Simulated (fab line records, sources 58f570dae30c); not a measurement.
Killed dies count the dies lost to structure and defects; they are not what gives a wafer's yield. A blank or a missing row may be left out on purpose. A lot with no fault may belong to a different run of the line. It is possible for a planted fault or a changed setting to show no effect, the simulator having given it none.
2 desks looking at one fault	flow berkeley-cmos170	only its own numbers are on each desk; what lay behind them is given at the end

## DESK OF THE TOOL OWNER: rie-metal-04
The tool's own readings at UCB170_M2_METAL_ETCH_18 (etches Al in Cl2/BCl3, stops on SiO2, target depth 1170 nm, time 195 s): means of the sampled wafers that have a number, for each lot that ran on this tool. Any lot whose mean is over 4 standard deviations away from the usual mean is out of limits and marked OUT; that distance is given in the brackets.
Columns: A = bias-w at UCB170_M2_METAL_ETCH_18, usual 120.0 W; B = drypump-motor-current-A at UCB170_M2_METAL_ETCH_18, usual 5.72 A; C = oes-product-au at UCB170_M2_METAL_ETCH_18, usual 0.884 a.u.; D = throttle-valve-pct at UCB170_M2_METAL_ETCH_18, usual 24.21 %
lot	first seen here	A	B	C	D
L618	day 9 18:56	120.4	5.59	0.874	24.07
L620	day 9 20:04	119.8	5.59	0.868	24.07
L627	day 11 08:34	101.0 (-54) OUT	5.61	0.862	24.07
L629	day 11 19:50	100.8 (-55) OUT	5.58	0.881	24.08
This desk's finding: out of limits on L627, L629; first on L627, day 11 08:34 (bias-w at UCB170_M2_METAL_ETCH_18). L618, L620: within limits.

## METROLOGY DESK
Lot by lot, what the gauges showed, no matter which tool ran the lot: averages of those sampled wafers that carry a number. Any lot whose mean is over 4 standard deviations away from the usual mean is out of limits and marked OUT; that distance is given in the brackets.
Columns: A = WELLDRIVE_OXIDE_THK at UCB170_WELLDRIVE_THK_MEAS_02, usual 200 nm; B = PSD_OVL at UCB170_PSD_OVL_MEAS_07, usual 5 nm; C = SILICIDE_TI_RS at UCB170_SILICIDE_RS_MEAS_02, usual 24.81 ohm/sq
lot	first seen here	A	B	C
L616	day 5 03:16	196	5	24.54
L618	day 5 03:17	200	5	24.76
L617	day 5 03:18	205	1	24.73
L619	day 5 03:19	200	5	24.93
L620	day 5 03:22	200	10	24.87
L623	day 6 01:02	204	1	24.69
L622	day 6 11:28	201	-1	24.83
L627	day 6 16:40	202	-1	24.64
L629	day 7 00:24	198	9	24.93
L628	day 7 00:25	202	11	24.86
L633	day 7 20:31	202	8	24.79
L634	day 7 20:34	199	1	25.24
L635	day 8 11:25	195	9	24.64
L636	day 8 21:53	204	-4	25.41
This desk's finding: nothing out of limits on any of the 14 lots.

## TAKEN TOGETHER
At day 11 08:34, on L627, L629, the tool owner's desk was in a position to raise an alarm.
From the metrology desk's view, nothing was out of limits.
The metrology desk has L627, L629 on record, within its limits.
Of the lots named, all ran UCB170_M2_METAL_ETCH_18 on rie-metal-04.

## WHAT HAD BEEN PUT IN BY THE SIMULATOR
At UCB170_M2_METAL_ETCH_18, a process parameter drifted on rie-metal-04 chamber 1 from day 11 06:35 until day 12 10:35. From 120, the setting bias-w moved by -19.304. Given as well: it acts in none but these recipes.
Shown lots that were struck: L627, L629.
Delay in hours, fault start to first out-of-limits reading, by desk: the tool owner's desk at 2.
